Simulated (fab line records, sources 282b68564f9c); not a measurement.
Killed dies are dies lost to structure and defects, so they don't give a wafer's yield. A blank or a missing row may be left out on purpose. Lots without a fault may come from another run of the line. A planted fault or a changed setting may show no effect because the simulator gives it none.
fab line records | flow rit_cmos
record lots=13 wafers=39 last_day=7
route steps=202 shown PLDD@117 M1@202
lots that met no fault: from a run of the same line without faults
start_h: hours from the record's first day to the start of the lot's first wafer shown | wait_h: hours since the lot's step before | " the same as in the row above | L1.1+2: a row that stands for several wafers | - no value, or no start given | * or withheld: withheld | < > ~ a bound
route shown NAME@n: a module of which the file shows steps, and the number in the route of the first | usual: mean/standard deviation of fault-free wafers | same: alike in all rows | chamber/n: place in a boat | sites: the reading at each site | _std_site: their standard deviation | _edge_site: outer sites' mean less inner sites' | radius_mm: how far each site lies from the wafer's centre | mask NAME#n: copy n | behind: the tool/chamber that last shaped the wafer | hold: why the lot was held/for how many hours/how that ended | device: the transistor (n, p or np) that didn't switch | end of line: the same wafers' tests at the end of the route | a step without rows: its recipe alone | killed: dies lost to structure and defects at the first sort, not the wafer's yield | map: a wafer's dies, x killed, . not, _ none there
set.NAME: the setting as run; set.NAME@STEP: as run at that earlier step | model.NAME: the simulator's own value behind a step, which no gauge read
steps of the route over a sample of lots; a table a step, a row a wafer
services: from which hour (start_h, from the record's first day; less than 0 if before it) a tool's chamber was out of use, for how many hours, and why
## steps
# step RIT_PLDD_EXPOSE_03
# recipe mask_id=M8 na=0.57 target_cd_nm=40900 dose_mj=250
# columns lot.wafer tool chamber start_h wait_h mask
L230.3+4+6 iline_stepper-02 0 45.59 0.3 M8#0
L233.1+2+5 iline_stepper-02 0 56.98 0.1 M8#0
L234.2+3+4 iline_stepper-02 0 61.89 0.1 M8#0
L235.1+2+3 iline_stepper-01 0 69.61 0.2 M8#0
L236.2+4+6 iline_stepper-01 0 72.52 0.1 M8#0
L237.1+2+4 iline_stepper-02 0 78.98 0.2 M8#0
L240.2+5+6 iline_stepper-01 0 92.82 0.1 M7#0
L242.1+2+5 iline_stepper-01 0 105.97 0.1 M8#0
L244.3+4+5 iline_stepper-02 0 113.73 0.2 M8#0
L246.2+3+6 iline_stepper-01 0 123.72 0.1 M8#0
L249.2+3+5 iline_stepper-01 0 138.25 0.2 M8#0
L251.2+3+4 iline_stepper-01 0 149.06 0.2 M8#0
L252.2+5+6 iline_stepper-01 0 151.96 0.1 M8#0
# step RIT_PLDD_OVL_MEAS_06
# usual PLDD_OVL=-1.3/1.5
# columns lot.wafer tool chamber start_h wait_h PLDD_OVL[nm]
L230.3 overlay-02 - 45.96 - -0.6
L230.4 " - " " -1.5
L230.6 " - " " -1.2
L233.1 overlay-02 - 57.51 - -1.1
L233.2 " - " " -0.8
L233.5 " - " " -2.1
L234.2 overlay-02 - 62.28 - -2.4
L234.3 " - " " -2.3
L234.4 " - " " -0.9
L235.1 overlay-01 - 70.01 - -4.1
L235.2 " - " " -0.5
L235.3 " - " " -1.6
L236.2 overlay-01 - 72.91 - -1.0
L236.4 " - " " -1.0
L236.6 " - " " -0.8
L237.1 overlay-01 - 79.38 - -0.8
L237.2 " - " " -0.8
L237.4 " - " " -0.7
L240.2 overlay-02 - 93.20 - -
L240.5 " - " " -
L240.6 " - " " -
L242.1 overlay-02 - 106.37 - -0.2
L242.2 " - " " -0.3
L242.5 " - " " -1.2
L244.3 overlay-02 - 114.10 - -0.6
L244.4 " - " " -2.0
L244.5 " - " " -2.1
L246.2 overlay-02 - 124.11 - -0.4
L246.3 " - " " -2.8
L246.6 " - " " -0.5
L249.2 overlay-01 - 138.63 - -1.6
L249.3 " - " " -3.6
L249.5 " - " " -3.1
L251.2 overlay-02 - 149.44 - 0.1
L251.3 " - " " 1.5
L251.4 " - " " -1.8
L252.2 overlay-01 - 152.34 - 0.5
L252.5 " - " " -2.5
L252.6 " - " " 0.4
# step RIT_PLDD_TW_MEAS_10
# usual PLDD_TW=2348/15
# columns lot.wafer tool chamber start_h wait_h hold PLDD_TW
L230.3 film_metro-01 - 46.48 0.1 - 2361
L230.4 " - " " - 2363
L230.6 " - " " - 2355
L233.1 film_metro-03 - 58.11 0.1 - 2353
L233.2 " - " " - 2360
L233.5 " - " " - 2363
L234.2 film_metro-01 - 62.79 0.1 - 2362
L234.3 " - " " - 2378
L234.4 " - " " - 2373
L235.1 film_metro-02 - 70.53 0.1 - 2353
L235.2 " - " " - 2348
L235.3 " - " " - 2377
L236.2 film_metro-03 - 73.42 0.1 - 2347
L236.4 " - " " - 2354
L236.6 " - " " - 2332
L237.1 film_metro-03 - 79.89 0.1 - 2349
L237.2 " - " " - 2336
L237.4 " - " " - 2346
L240.2 film_metro-01 - 93.72 0.1 await_dispo/0.2h/release 30
L240.5 " - " " await_dispo/0.2h/release 30
L240.6 " - " " await_dispo/0.2h/release 30
L240.2 film_metro-01 - 93.94 0.2 - 30
L240.5 " - " " - 30
L240.6 " - " " - 30
L242.1 film_metro-02 - 106.88 0.1 - 2317
L242.2 " - " " - 2315
L242.5 " - " " - 2310
L244.3 film_metro-02 - 114.62 0.1 - 2316
L244.4 " - " " - 2320
L244.5 " - " " - 2315
L246.2 film_metro-01 - 124.62 0.1 - 2366
L246.3 " - " " - 2367
L246.6 " - " " - 2372
L249.2 film_metro-01 - 139.15 0.1 - 2361
L249.3 " - " " - 2366
L249.5 " - " " - 2360
L251.2 film_metro-03 - 149.96 0.1 - 2335
L251.3 " - " " - 2358
L251.4 " - " " - 2359
L252.2 film_metro-02 - 152.86 0.1 - 2323
L252.5 " - " " - 2326
L252.6 " - " " - 2329
# step RIT_M1_PROBE_99
# usual defect_limited_yield=97.2/1.1 killed_at_M0_to_M3=0.0/0.083 killed_at_contacts=0.1/0.36 killed_at_front_end=7.2/2.9 killed_dies=7.4/2.9 killed_open=3.8/2 killed_short=3.5/2 sort_bin_3_pad_short=0.1/0.2 sort_bin_5_function=1.7/0.83 sort_bin_6_memory=1.0/0.61 sort_n_pass=256.6/2.9 sort_yield_pct=97.2/1.1
# same gross_dies=264 killed_at_M4_up=0 killed_at_back_side=0 killed_at_other=0
# columns lot.wafer tool chamber start_h wait_h defect_limited_yield[%] killed_at_M0_to_M3 killed_at_contacts killed_at_front_end killed_dies killed_open killed_short sort_bin_3_pad_short[%] sort_bin_5_function[%] sort_bin_6_memory[%] sort_n_pass sort_yield_pct[%]
L234.2 prober-02 - 76.44 0.1 97.7 0 0 6 6 3 3 0 1.9 0.4 258.0 97.7
L234.3 prober-02 - 76.49 0.2 98.1 0 0 5 5 2 3 0 1.5 0.4 259.0 98.1
L234.4 prober-02 - 76.54 0.2 98.1 1 0 4 5 3 2 0 0.8 1.1 259.0 98.1
L235.1 prober-01 - 84.20 0.1 97.0 0 0 8 8 1 7 0.4 1.1 1.5 256.0 97.0
L235.2 prober-01 - 84.25 0.1 98.1 0 0 5 5 2 2 0 1.1 0.8 259.0 98.1
L235.3 prober-01 - 84.30 0.2 98.1 0 0 5 5 3 2 0.4 0.8 0.8 259.0 98.1
L236.2 prober-02 - 88.72 0.1 98.1 0 0 5 5 3 2 0 1.1 0.8 259.0 98.1
L236.4 prober-02 - 88.82 0.2 96.6 0 0 9 9 5 4 0 1.5 1.9 255.0 96.6
L236.6 prober-02 - 88.92 0.2 98.9 0 0 3 3 0 3 0.4 0 0.8 261.0 98.9
L242.1 prober-01 - 120.67 0.1 96.6 0 0 9 9 2 7 0 1.9 1.5 255.0 96.6
L242.2 prober-01 - 120.72 0.1 98.1 0 0 5 5 1 4 0 1.5 0.4 259.0 98.1
L242.5 prober-01 - 120.87 0.2 95.1 0 0 13 13 8 5 0 3.4 1.5 251.0 95.1
L252.2 prober-01 - 166.31 0.1 98.1 0 0 5 5 3 2 0 1.5 0.4 259.0 98.1
L252.5 prober-01 - 166.46 0.2 98.5 0 0 4 4 2 2 0 1.1 0.4 260.0 98.5
L252.6 prober-01 - 166.51 0.2 97.3 0 0 7 7 3 3 0.4 1.9 0.4 257.0 97.3
# killed by level:class
L234.2 FOX1:geometric_particle:open=1 FOX2:geometric_particle:short=1 GATE:geometric_particle:short=1 REOX:geometric_particle:open=1 SPACER:geometric_particle:open=1 SPACER:geometric_particle:short=1
L234.3 GATE:geometric_particle:open=2 FOX2:geometric_particle:short=1 SPACER:geometric_particle:short=1 SILICIDE:geometric_particle:short=1
L234.4 FOX2:geometric_particle:short=1 GATE:geometric_particle:short=1 GATE:geometric_particle:open=1 SILICIDE:geometric_particle:open=1 M1:geometric_particle:open=1
L235.1 FOX1:geometric_particle:short=3 SPACER:geometric_particle:short=2 FOX2:geometric_particle:open=1 FOX2:geometric_particle:short=1 GATE:geometric_particle:short=1
L235.2 GATE:geometric_particle:open=2 REOX:geometric_particle:short=1 SPACER:geometric_particle:short=1 ACTIVE:coat_microbubble_printed=1
L235.3 SPACER:geometric_particle:open=2 FOX1:geometric_particle:open=1 FOX1:geometric_particle:short=1 SPACER:geometric_particle:short=1
L236.2 FOX1:geometric_particle:short=1 FOX1:geometric_particle:open=1 GATE:geometric_particle:open=1 SILICIDE:geometric_particle:short=1 SILICIDE:geometric_particle:open=1
L236.4 FOX1:geometric_particle:short=2 REOX:geometric_particle:open=2 GATE:geometric_particle:open=1 REOX:geometric_particle:short=1 SPACER:geometric_particle:open=1 SILICIDE:geometric_particle:open=1 SILICIDE:geometric_particle:short=1
L236.6 FOX1:geometric_particle:short=2 GATE:geometric_particle:short=1
L242.1 FOX2:geometric_particle:short=2 GATE:geometric_particle:short=2 ACTIVE:geometric_particle:short=1 FOX1:geometric_particle:short=1 GATE:geometric_particle:open=1 SPACER:geometric_particle:short=1 SPACER:geometric_particle:open=1
L242.2 GATE:geometric_particle:short=2 FOX1:geometric_particle:open=1 SPACER:geometric_particle:short=1 SILICIDE:geometric_particle:short=1
L242.5 FOX1:geometric_particle:open=3 FOX1:geometric_particle:short=2 SPACER:geometric_particle:open=2 GATE:geometric_particle:open=1 GATE:geometric_particle:short=1 REOX:geometric_particle:open=1 SPACER:geometric_particle:short=1 SILICIDE:geometric_particle:short=1
L252.2 GATE:geometric_particle:open=2 GATE:geometric_particle:short=1 SPACER:geometric_particle:short=1 SILICIDE:geometric_particle:open=1
L252.5 FOX1:geometric_particle:open=1 FOX1:geometric_particle:short=1 GATE:geometric_particle:open=1 SILICIDE:geometric_particle:short=1
L252.6 GATE:geometric_particle:open=2 FOX1:geometric_particle:open=1 FOX1:geometric_particle:short=1 FOX2:geometric_particle:short=1 REOX:geometric_particle:short=1 PWELL:coat_microbubble_printed=1
## services
# columns tool chamber start_h hours kind
iline_stepper-02 - 38.81 1.7 pm
iline_stepper-01 - 70.38 1.7 pm
iline_stepper-02 0 139.25 - calibration
## key
first_sign step=RIT_PLDD_EXPOSE_03 reading=mask direction=changed
effect step=RIT_PLDD_OVL_MEAS_06 reading=PLDD_OVL direction=missing
effect step=RIT_PLDD_TW_MEAS_10 reading=visit direction=added
effect step=RIT_PLDD_TW_MEAS_10 reading=PLDD_TW direction=down sigmas=99+ usual=2348 struck=30
met_at RIT_PLDD_EXPOSE_03
struck_lots L240
scrapped_behind RIT_PLDD_TW_MEAS_10 L240.2,L240.5,L240.6
onset_between 72.52 92.82
fault kind=wrong_mask tool=any chamber=- onset_h=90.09 steps=RIT_PLDD_EXPOSE_03 aux_copy=M7#0 scope=struck_lots_only
